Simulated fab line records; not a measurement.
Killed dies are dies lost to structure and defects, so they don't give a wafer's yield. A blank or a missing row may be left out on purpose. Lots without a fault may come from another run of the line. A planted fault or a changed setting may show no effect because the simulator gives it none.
fab line records | flow berkeley_cmos170
[record] lots = 5 | wafers = 23
route steps=331 shown M3@322
start_h: hours from the record's opening day to when the first of the lot's shown wafers began | wait_h: how many hours have passed since the lot's step before this one | " identical to the entry in the row above | L1.1+2: a row that stands for several wafers | - either no value or no given start | * or withheld: withheld | < > ~ a bound
route shown NAME@n: names a module that has steps shown in the file, with the first one's number in the route | usual: mean/standard deviation taken from wafers without a fault | same: alike in all rows | chamber/n: place in a boat | sites: readings site by site | _std_site: the standard deviation of these | _edge_site: mean of outer sites minus mean of inner sites | radius_mm: how far each site lies from the wafer's centre | mask NAME#n: copy n | behind: tool/chamber where the wafer was last shaped | hold: reason for holding the lot/hours on hold/outcome of the hold | device: whichever transistor did not switch (one of n, p or np) | end of line: the same wafers' tests at the end of the route | a step with no rows: only its recipe | killed: not the wafer's yield, but the dies lost to structure and defects at the first sort | map: per-die view of a wafer (x killed, . not killed, _ where there is no die)
set.NAME: the setting the step ran with; set.NAME@STEP: the setting that earlier step ran with | model.NAME: the simulator's own value behind a step, which no gauge read
lots where settings were altered on purpose, with a table for each step and a row for each wafer
[[steps]]
[step UCB170_M3_PEB_13]
[recipe] peb_temp_c = 130 | peb_time_s = withheld | resist = KrF
lot.wafer      | tool           | chamber | start_h | wait_h | set.peb_temp_c
L074.1+2+3+4+6 | litho_track-01 | 0       | 168.42  | 0.1    | 130
L077.2+4+6     | litho_track-04 | 0       | 179.16  | 0.3    | 130
L078.1+2+5     | litho_track-04 | 0       | 185.07  | 0.1    | 130
L078.4+6       | "              | 0       | "       | "      | 127
L083.1+2+4+5+6 | litho_track-04 | 0       | 213.12  | 0.1    | 130
L082.1+2+5     | litho_track-04 | 0       | 213.67  | 0.4    | 132.6
L082.4+6       | "              | 0       | "       | "      | 130
[step UCB170_M3_DEVELOP_14]
[recipe] developer = TMAH | develop_time_s = 45 | resist = KrF | dev_temp_c = 21
[step UCB170_M3_CD_MEAS_15]
[recipe] target_cd_nm = 700
[usual] cd_nm = 700.1/1.4
lot.wafer | tool      | chamber | start_h | wait_h | set.peb_temp_c@M3_PEB_13 | cd_nm
L074.1    | cd_sem-01 | -       | 168.69  | -      | 130                      | 700.4
L074.2    | "         | -       | "       | "      | 130                      | 700.3
L074.3    | "         | -       | "       | "      | 130                      | 699.7
L074.4    | "         | -       | "       | "      | 130                      | 699.6
L074.6    | "         | -       | "       | "      | 130                      | 702.1
L077.2    | cd_sem-02 | -       | 179.43  | -      | 130                      | 700.5
L077.4    | "         | -       | "       | "      | 130                      | 701.9
L077.6    | "         | -       | "       | "      | 130                      | 699.7
L078.1    | cd_sem-02 | -       | 185.34  | -      | 130                      | 700.8
L078.2    | "         | -       | "       | "      | 130                      | 700.4
L078.4    | "         | -       | "       | "      | 127                      | 722.0
L078.5    | "         | -       | "       | "      | 130                      | 700.8
L078.6    | "         | -       | "       | "      | 127                      | 722.5
L083.1    | cd_sem-02 | -       | 213.39  | -      | 130                      | 700.1
L083.2    | "         | -       | "       | "      | 130                      | 697.3
L083.4    | "         | -       | "       | "      | 130                      | 698.2
L083.5    | "         | -       | "       | "      | 130                      | 698.9
L083.6    | "         | -       | "       | "      | 130                      | 698.2
L082.1    | cd_sem-01 | -       | 213.94  | -      | 132.6                    | 685.2
L082.2    | "         | -       | "       | "      | 132.6                    | 685.4
L082.4    | "         | -       | "       | "      | 130                      | 700.1
L082.5    | "         | -       | "       | "      | 132.6                    | 683.2
L082.6    | "         | -       | "       | "      | 130                      | 699.5
[step UCB170_M3_ETCH_17]
[recipe] chemistry = N2/H2 | target_depth_a = withheld | overetch_a = withheld | target = BARC | time_s = withheld | source_w = 500 | bias_w = 100 | pressure_mtorr = 30 | n2_flow_sccm = 100 | h2_flow_sccm = 200
lot.wafer | tool        | chamber | start_h | wait_h | set.peb_temp_c@M3_PEB_13 | model.M3.cd_nm
L074.1    | rie_diel-02 | 1       | 168.85  | 0.0    | 130                      | 701
L074.2    | "           | 0       | "       | "      | 130                      | 700.6
L074.3    | "           | 2       | "       | "      | 130                      | 700.3
L074.4    | "           | 3       | "       | "      | 130                      | 700.2
L074.6    | "           | 0       | "       | "      | 130                      | 702
L077.2    | rie_diel-03 | 0       | 179.57  | 0.0    | 130                      | 700.8
L077.4    | "           | 1       | "       | "      | 130                      | 700.7
L077.6    | "           | 3       | "       | "      | 130                      | 700.2
L078.1    | rie_diel-03 | 1       | 185.50  | 0.0    | 130                      | 699.1
L078.2    | "           | 3       | "       | "      | 130                      | 699.5
L078.4    | "           | 2       | "       | "      | 127                      | 721.6
L078.5    | "           | 2       | "       | "      | 130                      | 700.2
L078.6    | "           | 1       | "       | "      | 127                      | 721.7
L083.1    | rie_diel-03 | 2       | 213.55  | 0.0    | 130                      | 699.9
L083.2    | "           | 0       | "       | "      | 130                      | 697.1
L083.4    | "           | 1       | "       | "      | 130                      | 697.3
L083.5    | "           | 2       | "       | "      | 130                      | 698.8
L083.6    | "           | 3       | "       | "      | 130                      | 697.9
L082.1    | rie_diel-02 | 2       | 214.10  | 0.0    | 132.6                    | 685.9
L082.2    | "           | 3       | "       | "      | 132.6                    | 685.5
L082.4    | "           | 0       | "       | "      | 130                      | 700.1
L082.5    | "           | 2       | "       | "      | 132.6                    | 684.5
L082.6    | "           | 3       | "       | "      | 130                      | 699.6
[step UCB170_M3_METAL_ETCH_18]
[recipe] chemistry = Cl2/BCl3 | target = Al | stop_on = SiO2 | pressure_mtorr = 12 | target_depth_a = 11700 | over_etch_frac = 0.3 | time_s = 195 | icp_w = 590 | bias_w = 120 | Cl2_flow_sccm = 90 | bcl3_flow_sccm = 45
lot.wafer | tool         | chamber | start_h | wait_h | set.peb_temp_c@M3_PEB_13 | model.M3.cd_nm
L074.1    | rie_metal-02 | 0       | 168.89  | -      | 130                      | 700.7
L074.2    | "            | 1       | "       | "      | 130                      | 701.7
L074.3    | "            | 0       | "       | "      | 130                      | 697.9
L074.4    | "            | 1       | "       | "      | 130                      | 700.9
L074.6    | "            | 1       | "       | "      | 130                      | 702.7
L077.2    | rie_metal-03 | 0       | 179.61  | -      | 130                      | 698.8
L077.4    | "            | 0       | "       | "      | 130                      | 697.9
L077.6    | "            | 1       | "       | "      | 130                      | 709.7
L078.1    | rie_metal-03 | 1       | 185.54  | -      | 130                      | 703.8
L078.2    | "            | 0       | "       | "      | 130                      | 700.3
L078.4    | "            | 1       | "       | "      | 127                      | 727.5
L078.5    | "            | 1       | "       | "      | 130                      | 708.1
L078.6    | "            | 0       | "       | "      | 127                      | 720.8
L083.1    | rie_metal-03 | 0       | 213.59  | -      | 130                      | 695.6
L083.2    | "            | 1       | "       | "      | 130                      | 700.8
L083.4    | "            | 1       | "       | "      | 130                      | 700.9
L083.5    | "            | 1       | "       | "      | 130                      | 701.3
L083.6    | "            | 0       | "       | "      | 130                      | 692.6
L082.1    | rie_metal-02 | 1       | 214.14  | -      | 132.6                    | 690.4
L082.2    | "            | 0       | "       | "      | 132.6                    | 688.5
L082.4    | "            | 0       | "       | "      | 130                      | 703.4
L082.5    | "            | 1       | "       | "      | 132.6                    | 689
L082.6    | "            | 0       | "       | "      | 130                      | 702.1
[step UCB170_M3_STRIP_19]
[recipe] chemistry = O2 | power_w = 400 | pressure_mtorr = 3500 | platen_temp_c = withheld | o2_flow_sccm = 400 | overash_fraction = 0.5
[step UCB170_M3_CD_MEAS_90]
[recipe] target_cd_nm = 700
[usual] cd_nm = 702/3.3
lot.wafer | tool      | chamber | start_h | wait_h | set.peb_temp_c@M3_PEB_13 | cd_nm
L074.1    | cd_sem-02 | -       | 169.18  | 0.1    | 130                      | 701
L074.2    | "         | -       | "       | "      | 130                      | 701
L074.3    | "         | -       | "       | "      | 130                      | 698
L074.4    | "         | -       | "       | "      | 130                      | 701
L074.6    | "         | -       | "       | "      | 130                      | 702
L077.2    | cd_sem-01 | -       | 179.92  | 0.1    | 130                      | 699
L077.4    | "         | -       | "       | "      | 130                      | 698
L077.6    | "         | -       | "       | "      | 130                      | 710
L078.1    | cd_sem-01 | -       | 185.83  | 0.1    | 130                      | 704
L078.2    | "         | -       | "       | "      | 130                      | 700
L078.4    | "         | -       | "       | "      | 127                      | 727
L078.5    | "         | -       | "       | "      | 130                      | 708
L078.6    | "         | -       | "       | "      | 127                      | 721
L083.1    | cd_sem-02 | -       | 213.88  | 0.1    | 130                      | 696
L083.2    | "         | -       | "       | "      | 130                      | 701
L083.4    | "         | -       | "       | "      | 130                      | 701
L083.5    | "         | -       | "       | "      | 130                      | 702
L083.6    | "         | -       | "       | "      | 130                      | 693
L082.1    | cd_sem-02 | -       | 214.43  | 0.1    | 132.6                    | 690
L082.2    | "         | -       | "       | "      | 132.6                    | 688
L082.4    | "         | -       | "       | "      | 130                      | 703
L082.5    | "         | -       | "       | "      | 132.6                    | 689
L082.6    | "         | -       | "       | "      | 130                      | 702
[[key]]
[split] step = UCB170_M3_PEB_13 | setting = peb_temp_c | stated = 130 | by = wafer
[response] step = UCB170_M3_CD_MEAS_15 | reading = cd_nm | change = -8.59 | per = 1% | r = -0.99
[response] step = UCB170_M3_ETCH_17 | reading = model.M3.cd_nm | change = -8.56 | per = 1% | r = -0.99
[response] step = UCB170_M3_METAL_ETCH_18 | reading = model.M3.cd_nm | change = -7.86 | per = 1% | r = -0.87
[response] step = UCB170_M3_CD_MEAS_90 | reading = cd_nm | change = -7.89 | per = 1% | r = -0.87
